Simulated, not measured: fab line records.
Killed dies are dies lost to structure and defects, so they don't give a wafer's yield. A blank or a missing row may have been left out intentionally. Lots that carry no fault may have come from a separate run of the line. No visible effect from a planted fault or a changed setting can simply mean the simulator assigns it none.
Which tool was responsible? / flow berkeley cmos170 / 21 wafers from 7 lots sampled at 2 of the route's 331 steps

## WHAT EACH GAUGE READ, for each wafer
UCB170_NSD_OVL_MEAS_07.
lot=L663; measured=day 8 04:22; on=overlay-01; NSD_OVL (nm)=15 -4 2
lot=L667; measured=day 8 18:12; on=overlay-01; NSD_OVL (nm)=1 4 1
lot=L676; measured=day 10 12:38; on=overlay-02; NSD_OVL (nm)=6 4 6
lot=L677; measured=day 10 23:25; on=overlay-02; NSD_OVL (nm)=-9 -3 -6
lot=L684; measured=day 12 09:07; on=overlay-02; NSD_OVL (nm)=2 -2 3
lot=L683; measured=day 12 09:25; on=overlay-01; NSD_OVL (nm)=-5 -7 1
lot=L686; measured=day 12 10:57; on=overlay-01; NSD_OVL (nm)=-1 5 3

## TOOL THAT RAN EACH LOT (tool first, then ch and the chambers of the sampled wafers, then the start)
lot=L663; UCB170_NLDD_DEVELOP_05=litho track-04 ch 0, day 7 17:00
lot=L667; UCB170_NLDD_DEVELOP_05=litho track-02 ch 0, day 8 06:00
lot=L676; UCB170_NLDD_DEVELOP_05=litho track-02 ch 0, day 10 02:00
lot=L677; UCB170_NLDD_DEVELOP_05=litho track-01, day 10 14:00
lot=L684; UCB170_NLDD_DEVELOP_05=litho track-04 ch 0, day 11 20:00
lot=L683; UCB170_NLDD_DEVELOP_05=litho track-04 ch 0, day 11 21:00
lot=L686; UCB170_NLDD_DEVELOP_05=litho track-01 ch 0, day 11 23:00
- UCB170_NLDD_DEVELOP_05: develop time 45 s.

## THE ANSWER, worked out from the rows above alone
Rule: usual is defined by the lots themselves. The widest of any qualifying gaps counts: lots, ordered by their means at a reading, are off when they make up no more than a third of the lots, leave a main group of 4 or more, and stand apart from it by 3 or more times the standard deviation of that group's means. Not used: any main group whose means are identical at the precision the tables above print for the reading. A lot without any number at a reading at which 4 lots or more have one is off too. Any other lot the step has rows for is counted as sound.
None of the lots is off at any reading shown; this tells nothing.

## WHAT HAD BEEN PUT IN BY THE SIMULATOR
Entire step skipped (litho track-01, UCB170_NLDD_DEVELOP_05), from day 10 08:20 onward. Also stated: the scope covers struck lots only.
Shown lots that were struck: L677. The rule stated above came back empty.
